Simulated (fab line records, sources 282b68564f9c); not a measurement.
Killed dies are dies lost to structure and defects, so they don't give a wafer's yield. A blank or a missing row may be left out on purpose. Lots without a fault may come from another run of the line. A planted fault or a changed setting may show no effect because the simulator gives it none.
A struck lot beside a sound one | flow rit_cmos | 44 steps out of a route of 202
Sound: wafers L331.1, L331.2, L331.6. Struck: wafers L332.2, L332.3, L332.5. The cause comes at the end.
At each step with rows: each side's tool, then ch and its chambers, then its first start. Under that, the readings that differ: sound wafers | struck wafers | difference of the means | sigmas: that difference in standard deviations of wafers without a fault.
alike: readings whose means differ by less than 2 such deviations, and words and numbers that are the same on both sides. not compared: withheld readings, readings that some wafer has no value for, bounds like >300 that may hide the same value, and numbers for which the record gives no deviation and whose values overlap.
The two part at a step that has a row with sigmas, a row that says differs or no value, or rows on one side only. Numbers that don't overlap but have no deviation are shown without sigmas and don't part them. A reading that every wafer of one side lacks parts them only if that side has two wafers or more.

first, 3 steps without rows for these wafers: RIT_REOX_CLEAN_01 (cleans in dHF, time 30 s); RIT_REOX_CLEAN_02 (cleans in SC2, time 600 s); RIT_REOX_OXIDATION_03 (target thk 25.2 nm, ox time 5580 s).
RIT_REOX_THK_MEAS_04:
  sound on film_metro-02, day 3 08:18; struck on film_metro-04, day 3 12:53
  alike: REOX_OXIDE_THK
then, 6 steps without rows for these wafers: RIT_NLDD_HMDS_00 (prime time 60 s); RIT_NLDD_COAT_01 (resist thk 1000 nm); RIT_NLDD_SOFTBAKE_02 (time 60 s); RIT_NLDD_EXPOSE_03 (exposes mask M7, target cd 40700 nm); RIT_NLDD_PEB_04; RIT_NLDD_DEVELOP_05 (develop time 50 s).
RIT_NLDD_OVL_MEAS_06:
  sound on overlay-01, day 3 09:17; struck on overlay-02, day 3 13:55
  alike: NLDD_OVL
then, 1 step without rows for these wafers: RIT_NLDD_HARDBAKE_07 (time 60 s).
RIT_NLDD_IMPLANT_08:
  sound on implanter-04 ch 0, day 3 09:29; struck on implanter-03 ch 0, day 3 14:07
  alike: dose_ions_cm2
RIT_NLDD_STRIP_09: strips in O2, time 180 s.
  sound on plasma_asher-04 ch 0,1, day 3 09:38; struck on plasma_asher-04 ch 0,1, day 3 14:15
  alike: drypump_motor_current_A
  not compared: rf_hours_counter_h
RIT_NLDD_TW_MEAS_10:
  sound on film_metro-02, day 3 09:49; struck on film_metro-01, day 3 14:26
  reading | sound          | struck         | difference | sigmas
  NLDD_TW | 2512 2508 2528 | 2293 2468 2481 | -102       | -6
then, 6 steps without rows for these wafers: RIT_PLDD_HMDS_00 (prime time 60 s); RIT_PLDD_COAT_01 (resist thk 1000 nm); RIT_PLDD_SOFTBAKE_02 (time 60 s); RIT_PLDD_EXPOSE_03 (exposes mask M8, target cd 40900 nm); RIT_PLDD_PEB_04; RIT_PLDD_DEVELOP_05 (develop time 50 s).
RIT_PLDD_OVL_MEAS_06:
  sound on overlay-02, day 3 10:50; struck on overlay-02, day 3 15:20
  alike: PLDD_OVL
then, 2 steps without rows for these wafers: RIT_PLDD_HARDBAKE_07 (time 60 s); RIT_PLDD_IMPLANT_08.
RIT_PLDD_STRIP_09: strips in O2, time 180 s.
  sound on plasma_asher-03 ch 0,1, day 3 11:20; struck on plasma_asher-04 ch 0,1, day 3 15:40
  alike: drypump_motor_current_A
  not compared: rf_hours_counter_h
RIT_PLDD_TW_MEAS_10:
  sound on film_metro-04, day 3 11:31; struck on film_metro-01, day 3 15:51
  reading | sound          | struck         | difference | sigmas
  PLDD_TW | 2391 2376 2377 | 2329 2344 2328 | -48        | -3
then, 4 steps without rows for these wafers: RIT_SPACER_CLEAN_00 (cleans in SC1, time 600 s); RIT_SPACER_CLEAN_01 (cleans in dHF, time 30 s); RIT_SPACER_CLEAN_02 (cleans in SC2, time 600 s); RIT_SPACER_CVD_03 (deposits Si3N4 from SiH2Cl2/NH3, target thk 250 nm, time 3300 s).
RIT_SPACER_THK_MEAS_04:
  sound on film_metro-01, day 3 13:52; struck on film_metro-03, day 3 18:12
  alike: SPACER_NITRIDE_THK
RIT_SPACER_ETCHBACK_05: etches Si3N4 in SF6/CHF3, stops on SiO2, target depth 250 nm, time 240 s.
  sound on rie_diel-03 ch 1,2,3, day 3 13:55; struck on rie_diel-02 ch 1,2, day 3 18:15
  alike: drypump_motor_current_A, oes_product_au, throttle_valve_pct
  not compared: rf_hours_counter_h
then, 6 steps without rows for these wafers: RIT_NSD_HMDS_00 (prime time 60 s); RIT_NSD_COAT_01 (resist thk 1000 nm); RIT_NSD_SOFTBAKE_02 (time 60 s); RIT_NSD_EXPOSE_03 (exposes mask M9, target cd 40700 nm); RIT_NSD_PEB_04; RIT_NSD_DEVELOP_05 (develop time 50 s).
RIT_NSD_OVL_MEAS_06:
  sound on overlay-01, day 3 15:03; struck on overlay-01, day 3 19:20
  reading      | sound          | struck        | difference | sigmas
  NSD_OVL (nm) | -1.2 -3.6 -1.5 | -0.1 2.1 -0.1 | +2.7       | +2
then, 2 steps without rows for these wafers: RIT_NSD_HARDBAKE_07 (time 60 s); RIT_NSD_IMPLANT_08.
RIT_NSD_STRIP_09: strips in O2, time 180 s.
  sound on plasma_asher-03 ch 0,1, day 3 15:23; struck on plasma_asher-02 ch 0, day 3 19:40
  alike: drypump_motor_current_A
  not compared: rf_hours_counter_h
RIT_SDANNEAL_RS_MEAS_07: measures by four-point-probe.
  sound on film_metro-04, day 3 18:10; struck on film_metro-01, day 3 22:08
  reading          | sound             | struck | difference                    | sigmas
  NLDD_RS (ohm/sq) | 151.6 151.9 151.8 | - - -  | no value on the struck wafers |
RIT_M1_PROBE_99:
  sound on prober-01, day 4 01:02; struck on prober-02, day 4 05:17
  reading                                    | sound                | struck               | difference | sigmas
  killed_at_contacts                         | 0 0 0                | 2 0 1                | +1         | +3
  model.etest.nmos_turned.drive_ua_um        | 323.1 332 321.8      | 492.3 465.8 436.8    | +139.3     |
  model.etest.nmos_0p15.drive_ua_um          | 466.9 469.4 462.6    | 507 508.1 480.4      | +32        |
  model.etest.nmos_0p15.swing_mv_dec         | 85.48 84.95 85.09    | 88.21 87.17 87.68    | +2.51      |
  model.etest.nmos_0p15.off_log10_a_um       | -10.21 -10.2 -10.33  | -8.925 -9.173 -9.513 | +1.043     |
  model.etest.retro_edge_nmos.off_log10_a_um | -10.17 -10.21 -10.27 | -8.796 -9.009 -9.39  | +1.152     |
  model.etest.ring.quiet_log10_a (angstrom)  | -8.001 -7.923 -8.011 | -6.913 -7.161 -7.455 | +0.802     |
  alike: killed_at_M0_to_M3, killed_at_front_end, killed_dies, killed_open, killed_short
  not compared: model.etest.nmos_0p3.r_on_ohm_um, model.etest.nmos_0p15.r_on_ohm_um

WHERE THEY PART
First at RIT_NLDD_TW_MEAS_10; last, within this record, at RIT_M1_PROBE_99.

WHY: what the simulator had put in
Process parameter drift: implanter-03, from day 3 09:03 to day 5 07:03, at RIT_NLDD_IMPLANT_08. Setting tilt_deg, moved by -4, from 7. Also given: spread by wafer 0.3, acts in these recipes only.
